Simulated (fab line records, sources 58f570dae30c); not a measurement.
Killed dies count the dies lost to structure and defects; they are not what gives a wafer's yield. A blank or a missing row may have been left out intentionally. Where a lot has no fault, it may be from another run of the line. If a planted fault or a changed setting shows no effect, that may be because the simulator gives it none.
A lot that was struck, set against a sound lot ; flow berkeleyCmos170 ; 44 steps out of a route of 331
Sound: these wafers, L730.4, L730.5, L730.6. The struck wafers were L740.1, L740.4, L740.6. At the end, the cause is stated.
For every step that has rows: the tool of each side, followed by ch and its chambers, followed by its first start. Under that, the readings that differ: sound wafers ; struck wafers ; difference of the means ; sigmas: that difference in standard deviations of wafers without a fault.
alike: readings with means less than 2 such deviations apart, plus words and numbers identical on both sides. not compared: withheld readings, readings lacking a value on some wafer, bounds such as >300 that could conceal the same value, and numbers that have no deviation in the record and whose values overlap.
Wherever a step has rows on one side only, a row that says differs or no value, or a row with sigmas, the two part there. Numbers that have no deviation but don't overlap get no sigmas and don't part them. A reading that every wafer of one side lacks parts them only if that side has two wafers or more.

first, 5 steps without rows for these wafers: UCB170_CONTACT_COAT_10 (resist thk 900 nm); UCB170_CONTACT_SOFTBAKE_11 (time 60 s); UCB170_CONTACT_EXPOSE_12 (exposes mask CONT, target cd 700 nm); UCB170_CONTACT_PEB_13; UCB170_CONTACT_DEVELOP_14 (develop time 45 s).
UCB170_CONTACT_CD_MEAS_15 targets a cd of 700 nm.
  sound on cdSem-01, day 8 11:13; struck on cdSem-02, day 10 02:13
  alike: cdNm
UCB170_CONTACT_OVL_MEAS_16:
  sound on overlay-02, day 8 11:17; struck on overlay-01, day 10 02:20
  alike: CONTACT_OVL
UCB170_CONTACT_ETCH_17: etches BARC in N2/H2.
  sound on rieDiel-03 ch 0,1,2, day 8 11:18; struck on rieDiel-03 ch 1,3, day 10 02:22
  alike: chamberPressureMTorr, drypumpMotorCurrentA, oesProductAu, throttleValvePct
then, 1 step without rows for these wafers: UCB170_CONTACT_ETCH_18 (etches PSG in CHF3/CF4/Ar, stops on TiSi2, target depth 840 nm, time 195 s).
UCB170_CONTACT_STRIP_19: strips in O2.
  sound on plasmaAsher-01 ch 0,1, day 8 11:30; struck on plasmaAsher-02 ch 0,1, day 10 02:32
  alike: chamberPressureMTorr, drypumpMotorCurrentA, oesProductAu
  not compared: rfHoursCounterH
UCB170_CONTACT_CD_MEAS_90 targets a cd of 700 nm.
  sound on cdSem-02, day 8 11:38; struck on cdSem-02, day 10 02:38
  alike: cdNm
then, 1 step without rows for these wafers: UCB170_CONTACT_CLEAN_20 (cleans in SPM, time 600 s).
UCB170_M1_SPUTTER_00: material Al, target thk 600 nm, time 80 s.
  sound on pvdSputter-04, day 8 11:52; struck on pvdSputter-04, day 10 02:56
reading;sound;struck;difference;sigmas
chamberPressurePa (Pa);0.5011 0.5008 0.5014;0.5776 0.5761 0.5764;+0.0756;+76
throttleValvePct (%);29.8 28.4 29.3;27.9 26.1 27.4;-2.0;-2
model.Al_of_M1_SPUTTER_00.thkNm (nm);601 607 606.6;574.2 583.3 578;-26.4;
UCB170_M1_RS_MEAS_01: a four-point-probe measurement.
  sound on filmMetro-03, day 8 11:59; struck on filmMetro-01, day 10 03:00
reading;sound;struck;difference;sigmas
M1_AL_RS (ohm/sq);0.0485 0.0480 0.0481;0.0508 0.0501 0.0506;+0.0023;+4
UCB170_M1_THK_MEAS_02: measures by xrf.
  sound on filmMetro-03, day 8 12:05; struck on filmMetro-01, day 10 03:07
reading;sound;struck;difference;sigmas
M1_AL_THK (nm);592 597 599;564 576 571;-26;-4
then, 6 steps without rows for these wafers: UCB170_M1_COAT_03; UCB170_M1_COAT_04 (resist thk 900 nm); UCB170_M1_SOFTBAKE_05 (time 60 s); UCB170_M1_EXPOSE_06 (exposes mask METAL1, target cd 700 nm); UCB170_M1_PEB_07; UCB170_M1_DEVELOP_08 (develop time 45 s).
UCB170_M1_CD_MEAS_09 targets a cd of 700 nm.
  sound on cdSem-02, day 8 13:19; struck on cdSem-02, day 10 04:34
reading;sound;struck;difference;sigmas
cdNm (nm);697.2 696.5 696.3;701.2 702.6 703.4;+5.7;+3
UCB170_M1_OVL_MEAS_10:
  sound on overlay-02, day 8 13:23; struck on overlay-02, day 10 04:41
  alike: M1_OVL
UCB170_M1_ETCH_11: etches BARC in N2/H2.
  sound on rieDiel-01 ch 0,1,2, day 8 13:25; struck on rieDiel-01 ch 0,2,3, day 10 04:44
  alike: chamberPressureMTorr, drypumpMotorCurrentA, oesProductAu, throttleValvePct
UCB170_M1_METAL_ETCH_12: etches Al in Cl2/BCl3, stops on PSG, target depth 780 nm, time 130 s.
  sound on rieMetal-01 ch 0, day 8 13:35; struck on rieMetal-04 ch 0,1, day 10 04:46
reading;sound;struck;difference;sigmas
model.M1.featureDepthNm (nm);638.7 644.8 644.2;611.1 621.9 616.7;-26.0;
model.etch.depthNm (nm);601 607 606.6;574.2 583.3 578;-26.4;
  alike: chamberPressureMTorr, drypumpMotorCurrentA, oesProductAu, throttleValvePct
  not compared: rfHoursCounterH
UCB170_M1_STRIP_13: strips in O2.
  sound on plasmaAsher-03 ch 0,1, day 8 13:45; struck on plasmaAsher-03 ch 0,1, day 10 04:55
  alike: chamberPressureMTorr, drypumpMotorCurrentA, oesProductAu
  not compared: rfHoursCounterH
UCB170_M1_CD_MEAS_90 targets a cd of 700 nm.
  sound on cdSem-02, day 8 13:53; struck on cdSem-02, day 10 05:01
  alike: cdNm
then, 2 steps without rows for these wafers: UCB170_M1_ANNEAL_14 (time 1200 s); UCB170_V1_CVD_00 (deposits SiO2 from TEOS/O2, target thk 2000 nm, time 250 s).
UCB170_V1_THK_MEAS_01:
  sound on filmMetro-04, day 8 16:34; struck on filmMetro-04, day 10 06:37
  alike: V1_TEOS_THK
UCB170_V1_CMP_02: polishes SiO2.
  sound on cmp-02 ch 1,2, day 8 16:36; struck on cmp-01 ch 0,2,3, day 10 06:41
  alike: headPressurePsi, motorCurrentA
UCB170_V1_BOW_MEAS_03:
  sound on filmMetro-01, day 8 16:58; struck on filmMetro-01, day 10 06:59
  alike: V1_BOW
UCB170_V1_THK_MEAS_04:
  sound on filmMetro-01, day 8 17:03; struck on filmMetro-01, day 10 07:06
  alike: V1_POLISHED_THK
then, 7 steps without rows for these wafers: UCB170_V1_CLEAN_05 (cleans in DIW); UCB170_V1_HMDS_06 (prime time 60 s); UCB170_V1_COAT_07 (resist thk 900 nm); UCB170_V1_SOFTBAKE_08 (time 60 s); UCB170_V1_EXPOSE_09 (exposes mask VIA1, target cd 700 nm); UCB170_V1_PEB_10; UCB170_V1_DEVELOP_11 (develop time 45 s).
UCB170_V1_CD_MEAS_12 targets a cd of 700 nm.
  sound on cdSem-02, day 8 20:47; struck on cdSem-02, day 10 08:28
  alike: cdNm
UCB170_V1_OVL_MEAS_13:
  sound on overlay-02, day 8 20:52; struck on overlay-01, day 10 08:35
  alike: V1_OVL
UCB170_V1_ETCH_14: etches SiO2 in CHF3/CF4/Ar, stops on Al, target depth 1250 nm, time 291 s.
  sound on rieDiel-01 ch 1,2,3, day 8 20:53; struck on rieDiel-01 ch 0,1,2, day 10 08:37
reading;sound;struck;difference;sigmas
model.Al_of_M1_SPUTTER_00.thkNm (nm);600.9 606.9 606.5;574.1 583.2 577.9;-26.4;
  alike: chamberPressureMTorr, drypumpMotorCurrentA, oesProductAu, throttleValvePct
  not compared: rfHoursCounterH
UCB170_M3_PROBE_99:
  sound on prober-01, day 9 05:46; struck on prober-01, day 10 17:26
reading;sound;struck;difference;sigmas
model.etest.m1.rsOhmSq;0.04837 0.04789 0.048;0.05074 0.04957 0.04993;+0.00199;

WHERE THEY PART
Earliest at UCB170_M1_SPUTTER_00; latest, in this record, at UCB170_M1_CD_MEAS_09. Later steps at which nothing parts them and some readings are alike: UCB170_M1_OVL_MEAS_10, UCB170_M1_ETCH_11, UCB170_M1_METAL_ETCH_12, UCB170_M1_STRIP_13, UCB170_M1_CD_MEAS_90, UCB170_V1_THK_MEAS_01, UCB170_V1_CMP_02, UCB170_V1_BOW_MEAS_03, UCB170_V1_THK_MEAS_04, UCB170_V1_CD_MEAS_12, UCB170_V1_OVL_MEAS_13, UCB170_V1_ETCH_14.

WHY: the cause the simulator had injected
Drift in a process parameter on pvdSputter-04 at UCB170_M1_SPUTTER_00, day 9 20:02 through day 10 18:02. Setting chamberPressurePa shifted by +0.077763 from 0.5. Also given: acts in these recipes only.
